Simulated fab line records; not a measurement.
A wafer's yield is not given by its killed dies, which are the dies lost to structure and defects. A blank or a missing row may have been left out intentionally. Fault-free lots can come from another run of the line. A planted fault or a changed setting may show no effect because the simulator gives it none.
Which tool was responsible? / flow berkeley cmos170 / 7 lots, 21 wafers sampled, at 4 steps of a route of 331

WHAT THE GAUGES READ, wafer by wafer
UCB170_V2_CD_MEAS_12: target cd 700 nm.
lot=L687; measured=day 9 03:32; on=cd sem-02; cd nm (nm)=700.0 699.5 700.5
lot=L684; measured=day 9 04:22; on=cd sem-01; cd nm (nm)=700.3 700.0 700.4
lot=L689; measured=day 10 03:48; on=cd sem-02; cd nm (nm)=697.9 697.9 700.1
lot=L690; measured=day 10 09:52; on=cd sem-02; cd nm (nm)=702.3 702.6 701.5
lot=L699; measured=day 12 13:13; on=cd sem-02; cd nm (nm)=700.7 700.8 700.4
lot=L703; measured=day 12 19:41; on=cd sem-01; cd nm (nm)=701.3 700.2 700.5
lot=L705; measured=day 13 08:14; on=cd sem-01; cd nm (nm)=700.7 702.4 701.5

EACH LOT AND THE TOOL THAT RAN IT (in order: tool; ch and the chambers of the sampled wafers; start)
lot=L687; UCB170_SPACER_ETCHBACK_03=rie diel-02 ch 1,2,3, day 7 23:28; UCB170_V1_ETCH_14=rie diel-02 ch 0,2,3, day 8 21:41; UCB170_M2_METAL_ETCH_18=rie metal-03 ch 0,1, day 9 01:00
lot=L684; UCB170_SPACER_ETCHBACK_03=rie diel-01 ch 0,1, day 7 23:32; UCB170_V1_ETCH_14=rie diel-01 ch 0,1,2, day 8 23:09; UCB170_M2_METAL_ETCH_18=rie metal-01 ch 0, day 9 01:57
lot=L689; UCB170_SPACER_ETCHBACK_03=rie diel-01 ch 0,2,3, day 9 06:39; UCB170_V1_ETCH_14=rie diel-02 ch 1,3, day 9 22:20; UCB170_M2_METAL_ETCH_18=rie metal-03 ch 0,1, day 10 01:25
lot=L690; UCB170_SPACER_ETCHBACK_03=rie diel-01 ch 0,2,3, day 9 06:43; UCB170_V1_ETCH_14=rie diel-03 ch 0,2,3, day 10 00:34; UCB170_M2_METAL_ETCH_18=rie metal-02 ch 0,1, day 10 03:53
lot=L699; UCB170_SPACER_ETCHBACK_03=rie diel-02 ch 0,1,2, day 11 13:53; UCB170_V1_ETCH_14=rie diel-01 ch 0,1,3, day 12 08:09; UCB170_M2_METAL_ETCH_18=rie metal-02 ch 1, day 12 10:44
lot=L703; UCB170_SPACER_ETCHBACK_03=rie diel-01 ch 0,3, day 11 20:43; UCB170_V1_ETCH_14=rie diel-02 ch 1,2,3, day 12 15:02; UCB170_M2_METAL_ETCH_18=rie metal-01 ch 0,1, day 12 17:33
lot=L705; UCB170_SPACER_ETCHBACK_03=rie diel-04 ch 0,1,2, day 12 11:05; UCB170_V1_ETCH_14=rie diel-02 ch 0,2,3, day 13 03:07; UCB170_M2_METAL_ETCH_18=rie metal-02 ch 0,1, day 13 06:07
- UCB170_SPACER_ETCHBACK_03: etches SiO2 in CHF3/CF4/Ar, stops on Si, target depth 376 nm, time 100 s.
- UCB170_V1_ETCH_14: etches SiO2 in CHF3/CF4/Ar, stops on Al, target depth 1250 nm, time 291 s.
- UCB170_M2_METAL_ETCH_18: etches Al in Cl2/BCl3, stops on SiO2, target depth 1170 nm, time 195 s.

THE ANSWER, worked out from the rows above alone
Rule: what is usual is taken from the lots themselves. The widest of any qualifying gaps counts: lots, ordered by their means at a reading, are off when they make up no more than a third of the lots, leave a main group of 4 or more, and stand apart from it by 3 or more times the standard deviation of that group's means. Not used: any main group whose means are identical at the precision the tables above print for the reading. A lot without any number at a reading at which 4 lots or more have one is off too. Any other lot the step has rows for is counted as sound.
No lot is off on any of the readings shown, so nothing can be concluded from this.

WHAT THE SIMULATOR PUT IN
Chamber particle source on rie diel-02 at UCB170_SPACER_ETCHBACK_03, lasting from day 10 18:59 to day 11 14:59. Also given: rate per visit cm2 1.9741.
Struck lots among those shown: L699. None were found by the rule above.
